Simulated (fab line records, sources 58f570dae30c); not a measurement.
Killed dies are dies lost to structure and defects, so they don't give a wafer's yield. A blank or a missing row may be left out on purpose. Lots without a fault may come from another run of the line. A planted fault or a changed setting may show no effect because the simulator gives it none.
Which tool did it? | flow berkeley_cmos170 | 7 lots, 21 wafers sampled, at 2 steps of a route of 331

WHAT THE GAUGES READ, wafer by wafer
UCB170_M1_RS_MEAS_01: measures by four-point-probe.
lot  | measured     | on            | M1_AL_RS (ohm/sq)
L778 | day 9 02:00  | film_metro-03 | 0.0483 0.0489 0.0488
L780 | day 9 09:11  | film_metro-03 | 0.0487 0.0482 0.0486
L782 | day 9 05:24  | film_metro-04 | 0.0481 0.0483 0.0481
L788 | day 10 03:08 | film_metro-01 | 0.0566 0.0571 0.0571
L786 | day 10 13:20 | film_metro-01 | 0.0566 0.0569 0.0574
L797 | day 11 20:41 | film_metro-03 | 0.0482 0.0485 0.0484
L800 | day 12 21:51 | film_metro-01 | 0.0490 0.0495 0.0493

WHICH TOOL RAN EACH LOT (tool, then ch and the chambers of the sampled wafers, then the start)
lot  | UCB170_M1_SPUTTER_00
L778 | pvd_sputter-04, day 9 01:55
L780 | pvd_sputter-04, day 9 09:07
L782 | pvd_sputter-01, day 9 05:18
L788 | pvd_sputter-01, day 10 03:04
L786 | pvd_sputter-01, day 10 13:15
L797 | pvd_sputter-03, day 11 20:35
L800 | pvd_sputter-04, day 12 21:46
- UCB170_M1_SPUTTER_00: material Al, target thk 600 nm, time 80 s.

THE ANSWER, worked out from the rows above alone
Rule: what is usual is taken from the lots themselves. Put in order of their means at a reading, lots are off if they are a third of the lots or fewer, leave a main group of 4 or more, and stand apart from it by a gap of 3 or more times the standard deviation of the main group's means; of several such gaps the widest counts. A main group whose means are all the same, to the digits that the tables above print for the reading, isn't used. A lot without any number at a reading at which 4 lots or more have one is off too. The other lots that the step has rows for count as sound.
Off: L788, L786, at UCB170_M1_RS_MEAS_01 (M1_AL_RS). The main group: mean 0.0486 ohm/sq, standard deviation 0.00037.
A tool fits if, at a process step before that reading, it ran every lot that is off, and no sound lot after the first of them. The gauges at UCB170_M1_RS_MEAS_01 are tried like those tools. One fits: pvd_sputter-01 at UCB170_M1_SPUTTER_00. Its last sound lot is L782 (day 9 05:18), its first lot that is off L788 (day 10 03:04): a fault that began between those two fits.

WHAT THE SIMULATOR HAD PUT IN
Process parameter drift: pvd_sputter-01, from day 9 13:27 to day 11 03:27, at UCB170_M1_SPUTTER_00. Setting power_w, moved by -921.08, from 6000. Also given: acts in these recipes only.
Lots struck among those shown: L788, L786. The rule above found the same.
